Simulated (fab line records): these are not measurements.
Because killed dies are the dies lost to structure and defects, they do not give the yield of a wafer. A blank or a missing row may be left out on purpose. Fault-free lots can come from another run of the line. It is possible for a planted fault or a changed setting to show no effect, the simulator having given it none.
The tool behind it: which one? + flow rit cmos + Sampling: 7 lots, 21 wafers, 3 of 202 route steps

## WHAT THE GAUGES READ, wafer by wafer
RIT_CONTACT_CD_MEAS_90: target cd 1000 nm.
| lot  | measured    | on        | cd nm (nm)           |
|------|-------------|-----------|----------------------|
| L123 | day 3 14:41 | cd sem-02 | 1002.3 1002.0 1003.4 |
| L126 | day 4 05:49 | cd sem-01 | 1001.4 1001.4 1002.1 |
| L129 | day 4 19:55 | cd sem-01 | 999.8 999.1 1002.1   |
| L132 | day 5 12:17 | cd sem-01 | 1000.2 1001.6 1000.9 |
| L142 | day 7 12:56 | cd sem-01 | 995.9 996.5 995.9    |
| L144 | day 7 22:29 | cd sem-02 | 999.6 996.8 997.2    |

## WHICH TOOL RAN EACH LOT (tool, then ch and the chambers of the sampled wafers, then the start)
| lot  | RIT_NSD_STRIP_09                    | RIT_SILICIDE_WET_ETCH_05       |
|------|-------------------------------------|--------------------------------|
| L123 | plasma asher-03 ch 0,1, day 3 09:22 | wet bench-01 ch 2, day 3 12:25 |
| L126 | plasma asher-04 ch 0,1, day 4 00:51 | wet bench-03 ch 1, day 4 03:49 |
| L129 | plasma asher-03 ch 0,1, day 4 14:47 | wet bench-03 ch 0, day 4 18:00 |
| L132 | plasma asher-03 ch 0,1, day 5 07:15 | wet bench-03 ch 2, day 5 10:24 |
| L138 | plasma asher-02 ch 1, day 6 13:14   | wet bench-01 ch 0, day 6 16:13 |
| L142 | plasma asher-04 ch 0,1, day 7 07:58 | wet bench-01 ch 2, day 7 11:04 |
| L144 | plasma asher-02 ch 0,1, day 7 17:29 | wet bench-02 ch 3, day 7 20:37 |
- RIT_NSD_STRIP_09: strips in O2, time 180 s.
- RIT_SILICIDE_WET_ETCH_05: etches Ti in SPM, time 120 s.

## THE ANSWER, worked out from the rows above alone
Rule: the usual values come from the lots themselves. Put in order of their means at a reading, lots are off if they are a third of the lots or fewer, leave a main group of 4 or more, and stand apart from it by a gap of 3 or more times the standard deviation of the main group's means; of several such gaps the widest counts. A main group is skipped when, at the precision printed for the reading in the tables above, its means are all equal. Also off: a lot with no number at a reading for which 4 or more lots have one. All remaining lots with rows at the step are treated as sound.
None of the lots is off at any reading shown; this tells nothing.

## WHAT WAS PUT IN BY THE SIMULATOR
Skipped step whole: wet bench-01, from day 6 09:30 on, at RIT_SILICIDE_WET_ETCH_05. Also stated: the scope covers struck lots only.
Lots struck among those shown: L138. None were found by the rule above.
